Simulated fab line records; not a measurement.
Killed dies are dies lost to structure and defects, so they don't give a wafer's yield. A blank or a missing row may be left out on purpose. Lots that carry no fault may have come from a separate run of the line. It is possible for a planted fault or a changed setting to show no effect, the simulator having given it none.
The same fault as seen by 2 desks    flow berkeley cmos170    each desk holds nothing but its own numbers, with what lay behind them at the end

THE METROLOGY DESK
What the gauges read for every lot (on any tool): the sampled wafers with a number, averaged. A lot is out of limits, marked OUT, if its mean lies more than 4 standard deviations from the usual mean; the brackets give that distance.
Columns: A = M2_AL_RS at UCB170_M2_RS_MEAS_02, usual 0.0322 ohm/sq; B = M2_AL_THK at UCB170_M2_THK_MEAS_03, usual 919 nm
lot   first seen here  A                  B
L811  day 7 09:19      0.0321             919
L810  day 7 09:46      0.0322             915
L819  day 8 22:24      0.0352 (+9.0) OUT  853 (-6.0) OUT
L823  day 9 17:21      0.0321             929
L825  day 10 08:37     0.0320             935
L827  day 10 20:13     0.0324             907
L826  day 10 20:28     0.0324             910
L829  day 11 08:42     0.0319             932
L830  day 11 08:57     0.0320             920
L833  day 12 01:20     0.0326             905
L832  day 12 01:26     0.0322             934
This desk finds L819 out of limits, with the earliest case on L819 at day 8 22:24 (M2_AL_RS at UCB170_M2_RS_MEAS_02). Within limits: L811, L810, L823, L825, L827, L826, L829, L830, L833, L832.

THE TOOL OWNER'S DESK: pvd sputter-01
The tool's own readings at UCB170_M2_SPUTTER_01 (material Al, target thk 900 nm, time 120 s): means of the sampled wafers that have a number, for each lot that ran on this tool. A lot is out of limits, marked OUT, if its mean lies more than 4 standard deviations from the usual mean; the brackets give that distance.
Columns: A = cathode dc power W at UCB170_M2_SPUTTER_01, usual 6000.0 W; B = throttle valve pct at UCB170_M2_SPUTTER_01, usual 30.0 %
lot   first seen here  A       B
L810  day 7 09:37      6000.3  30.6
L819  day 8 22:17      6000.5  30.3
L833  day 12 01:14     5999.7  30.1
Result from this desk: across the 3 lots, nothing is out of limits.

ALL TOGETHER
On L819, the metrology desk was in a position to raise an alarm at day 8 22:24.
The desk of the tool owner found nothing out of limits.
The tool owner's desk has L819 on record, within its limits.
UCB170_M2_SPUTTER_01 was run on pvd sputter-01 by each of the lots named.

WHAT HAD BEEN PUT IN BY THE SIMULATOR
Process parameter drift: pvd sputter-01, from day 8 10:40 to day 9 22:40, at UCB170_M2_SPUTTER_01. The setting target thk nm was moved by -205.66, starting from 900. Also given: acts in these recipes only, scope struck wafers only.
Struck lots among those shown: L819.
Time in hours between the start of the fault and the first out-of-limits reading at each desk: metrology desk, 12.
